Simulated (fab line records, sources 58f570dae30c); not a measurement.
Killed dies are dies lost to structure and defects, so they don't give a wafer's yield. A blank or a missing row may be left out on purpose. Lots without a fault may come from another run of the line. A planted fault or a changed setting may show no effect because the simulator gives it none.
A struck lot beside a sound one | flow berkeley_cmos170 | 18 steps out of a route of 331
Sound: wafers L682.2, L682.5, L682.6. Struck: wafer L687.4. (L687.2, L687.5 of the same lot were not struck and are left out.) The cause comes at the end.
At each step with rows: each side's tool, then ch and its chambers, then its first start. Under that, the readings that differ: sound wafers | struck wafers | difference of the means | sigmas: that difference in standard deviations of wafers without a fault.
alike: readings whose means differ by less than 2 such deviations, and words and numbers that are the same on both sides. not compared: withheld readings, readings that some wafer has no value for, bounds like >300 that may hide the same value, and numbers for which the record gives no deviation and whose values overlap.
The two part at a step that has a row with sigmas, a row that says differs or no value, or rows on one side only. Numbers that don't overlap but have no deviation are shown without sigmas and don't part them. A reading that every wafer of one side lacks parts them only if that side has two wafers or more.

first, 5 steps without rows for these wafers: UCB170_NLDD_COAT_01 (resist thk 900 nm); UCB170_NLDD_SOFTBAKE_02 (time 60 s); UCB170_NLDD_EXPOSE_03 (exposes mask NSELECT, target cd 1200 nm); UCB170_NLDD_PEB_04; UCB170_NLDD_DEVELOP_05 (develop time 45 s).
UCB170_NLDD_CD_MEAS_06: target cd 1200 nm.
  sound on cd_sem-02, day 8 21:13; struck on cd_sem-02, day 10 06:56
  alike: cd_nm
UCB170_NLDD_OVL_MEAS_07:
  sound on overlay-02, day 8 21:19; struck on overlay-02, day 10 07:02
  alike: NLDD_OVL
then, 2 steps without rows for these wafers: UCB170_NLDD_IMPLANT_08; UCB170_NLDD_IMPLANT_09.
UCB170_NLDD_STRIP_10: strips in O2.
  sound on plasma_asher-02 ch 0,1, day 8 21:39; struck on plasma_asher-02 ch 0, day 10 07:23
  alike: drypump_motor_current_A, oes_product_au, strip_time_to_endpoint_s
  not compared: rf_hours_counter_h
UCB170_NLDD_TW_MEAS_11:
  sound on film_metro-03, day 8 21:46; struck on film_metro-03, day 10 07:30
  alike: NLDD_TW
then, 1 step without rows for these wafers: UCB170_NLDD_CLEAN_12 (cleans in SPM, time 600 s).
UCB170_SPACER_CVD_00: deposits SiO2 from TEOS/O2, target thk 376 nm, time 47 s.
  sound on pecvd-04 ch 0,1, day 8 21:59; struck on pecvd-02 ch 0, day 10 09:46
  reading                                 | sound             | struck | difference | sigmas
  heater_power_w (W)                      | 217 293 229       | 130    | -116       | -2
  rf_fwd_power_W (W)                      | 546.5 542.6 547.0 | 766.8  | +221.4     | +99 or more
  model.SiO2_of_SPACER_CVD_00.thk_nm (nm) | 372.8 377.1 383.5 | 422.2  | +44.4      |
UCB170_SPACER_THK_MEAS_01:
  sound on film_metro-04, day 8 22:03; struck on film_metro-04, day 10 09:49
  reading              | sound       | struck | difference | sigmas
  SPACER_TEOS_THK (nm) | 373 377 383 | 422    | +44        | +10
then, 1 step without rows for these wafers: UCB170_SPACER_ANNEAL_02 (time 1800 s).
UCB170_SPACER_ETCHBACK_03: etches SiO2 in CHF3/CF4/Ar, stops on Si, target depth 376 nm, time 100 s.
  sound on rie_diel-04 ch 0,2,3, day 9 04:04; struck on rie_diel-03 ch 3, day 10 16:34
  reading                     | sound             | struck | difference | sigmas
  drypump_motor_current_A (A) | 5.2 5.7 5.6       | 6.6    | +1.1       | +2
  oes_product_au (a.u.)       | 0.910 0.882 0.920 | 0.996  | +0.092     | +5
  model.etch.depth_nm (nm)    | 372.8 377.1 383.5 | 422.2  | +44.4      |
  alike: throttle_valve_pct
  not compared: rf_hours_counter_h
then, 1 step without rows for these wafers: UCB170_PSD_HMDS_00 (prime time 60 s).
UCB170_M3_PROBE_99:
  sound on prober-01, day 10 07:52; struck on prober-01, day 11 21:43
  reading                             | sound                | struck | difference | sigmas
  model.etest.pmos_0p35.r_on_ohm_um   | 4347 4366 4356       | 4530   | +174       |
  model.etest.pplus_sal.width_nm (nm) | 704.5 721 701.6      | 616    | -93        |
  model.etest.nplus_sal.width_nm (nm) | 701.7 724 697.6      | 613.1  | -94.7      |
  model.etest.nmos_0p35.r_on_ohm_um   | 1372 1375 1367       | 1480   | +109       |
  model.etest.nmos_0p6.r_on_ohm_um    | 2118 2135 2120       | 2229   | +105       |
  model.etest.field_p_metal.vt_v (V)  | -59.45 -58.34 -59.29 | -61.43 | -2.40      |
  model.etest.field_n_metal.vt_v (V)  | 51.93 51.15 51.72    | 54.06  | +2.46      |
  model.etest.pplus_sal.line_ohm_um   | 5.208 5.077 5.173    | 5.858  | +0.705     |

WHERE THEY PART
First at UCB170_SPACER_CVD_00; last, within this record, at UCB170_SPACER_ETCHBACK_03.

WHY: what the simulator had put in
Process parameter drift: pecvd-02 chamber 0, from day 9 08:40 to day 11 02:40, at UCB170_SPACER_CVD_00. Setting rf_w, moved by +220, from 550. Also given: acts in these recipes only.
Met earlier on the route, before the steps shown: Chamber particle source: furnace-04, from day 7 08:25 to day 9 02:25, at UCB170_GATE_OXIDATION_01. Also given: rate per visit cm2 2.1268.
